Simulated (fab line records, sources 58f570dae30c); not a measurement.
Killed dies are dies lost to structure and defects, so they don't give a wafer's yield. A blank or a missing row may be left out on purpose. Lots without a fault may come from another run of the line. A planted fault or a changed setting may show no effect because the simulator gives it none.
A struck lot beside a sound one | flow berkeley_cmos170 | 20 steps out of a route of 331
Sound: wafers L856.1, L856.2, L856.5. Struck: wafers L852.2, L852.4, L852.6. The cause comes at the end.
At each step with rows: each side's tool, then ch and its chambers, then its first start. Under that, the readings that differ: sound wafers | struck wafers | difference of the means | sigmas: that difference in standard deviations of wafers without a fault.
alike: readings whose means differ by less than 2 such deviations, and words and numbers that are the same on both sides. not compared: withheld readings, readings that some wafer has no value for, bounds like >300 that may hide the same value, and numbers for which the record gives no deviation and whose values overlap.
The two part at a step that has a row with sigmas, a row that says differs or no value, or rows on one side only. Numbers that don't overlap but have no deviation are shown without sigmas and don't part them. A reading that every wafer of one side lacks parts them only if that side has two wafers or more.

UCB170_M2_SPUTTER_01: material Al, target thk 900 nm, time 120 s.
  sound on pvd_sputter-02, day 11 21:41; struck on pvd_sputter-01, day 10 20:42
  alike: cathode_dc_power_W, throttle_valve_pct
UCB170_M2_RS_MEAS_02: measures by four-point-probe.
  sound on film_metro-03, day 11 21:47; struck on film_metro-04, day 10 20:48
  alike: M2_AL_RS
  not compared: hold
UCB170_M2_THK_MEAS_03: measures by xrf.
  sound on film_metro-03, day 11 21:54; struck on film_metro-04, day 10 20:55
  alike: M2_AL_THK
  not compared: hold
then, 3 steps without rows for these wafers: UCB170_M2_HMDS_04 (prime time 60 s); UCB170_M2_COAT_05 (resist thk 900 nm); UCB170_M2_SOFTBAKE_06 (time 60 s).
UCB170_M2_STRIP_07: strips in O2.
  sound on plasma_asher-01 ch 0,1, day 11 22:25; struck on plasma_asher-01 ch 0, day 10 21:29
  alike: drypump_motor_current_A, oes_product_au, strip_time_to_endpoint_s
  not compared: rf_hours_counter_h
then, 5 steps without rows for these wafers: UCB170_M2_STRIP_08 (strips KrF in DMSO, time 600 s); UCB170_M2_COAT_09; UCB170_M2_COAT_10 (resist thk 900 nm); UCB170_M2_SOFTBAKE_11 (time 60 s); UCB170_M2_EXPOSE_12 (exposes mask METAL2, target cd 700 nm).
UCB170_M2_PEB_13:
  sound on litho_track-02 ch 0, day 12 00:25; struck on litho_track-04 ch 0, day 10 23:30
  reading                  | sound                | struck               | difference | sigmas
  heater_power_total_W (W) | 56.78 56.81 56.75    | 53.22 53.14 53.22    | -3.59      | -73
  plate_temp_C (C)         | 129.86 129.68 129.73 | 123.52 123.64 123.64 | -6.16      | -41
then, 1 step without rows for these wafers: UCB170_M2_DEVELOP_14 (develop time 45 s).
UCB170_M2_CD_MEAS_15: target cd 700 nm.
  sound on cd_sem-02, day 12 00:42; struck on cd_sem-02, day 11 00:06
  reading    | sound             | struck            | difference | sigmas
  cd_nm (nm) | 699.3 698.6 700.0 | 753.8 755.0 755.3 | +55.4      | +40
  not compared: hold
UCB170_M2_OVL_MEAS_16:
  sound on overlay-02, day 12 00:49; struck on overlay-02, day 11 01:25
  reading | sound | struck                                                                     | difference                   | sigmas
  hold    | - - - | await_dispo/1.2h/release await_dispo/1.2h/release await_dispo/1.2h/release | no value on the sound wafers |
  alike: M2_OVL
UCB170_M2_ETCH_17: etches BARC in N2/H2.
  sound on rie_diel-03 ch 0,2,3, day 12 00:51; struck on rie_diel-03 ch 1,2,3, day 11 01:26
  reading             | sound             | struck            | difference | sigmas
  model.M2.cd_nm (nm) | 699.1 698.3 699.9 | 753.4 754.9 755.5 | +55.5      |
  alike: drypump_motor_current_A, oes_product_au, throttle_valve_pct
UCB170_M2_METAL_ETCH_18: etches Al in Cl2/BCl3, stops on SiO2, target depth 1170 nm, time 195 s.
  sound on rie_metal-04 ch 0,1, day 12 00:53; struck on rie_metal-04 ch 0,1, day 11 01:29
  reading             | sound             | struck          | difference | sigmas
  model.M2.cd_nm (nm) | 694.8 699.6 696.3 | 753.3 754 755.9 | +57.5      |
  alike: drypump_motor_current_A, oes_product_au, throttle_valve_pct
  not compared: rf_hours_counter_h
UCB170_M2_STRIP_19: strips in O2.
  sound on plasma_asher-03 ch 0,1, day 12 01:05; struck on plasma_asher-03 ch 1, day 11 01:40
  alike: drypump_motor_current_A, oes_product_au
  not compared: rf_hours_counter_h
UCB170_M3_PROBE_99:
  the record has rows for the struck wafers here (prober-02, day 11 11:56) and none for the sound ones

WHERE THEY PART
First at UCB170_M2_PEB_13; last, within this record, at UCB170_M3_PROBE_99.

WHY: what the simulator had put in
Process parameter drift: litho_track-04, from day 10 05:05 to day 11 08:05, at UCB170_M2_PEB_13. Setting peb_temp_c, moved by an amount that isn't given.
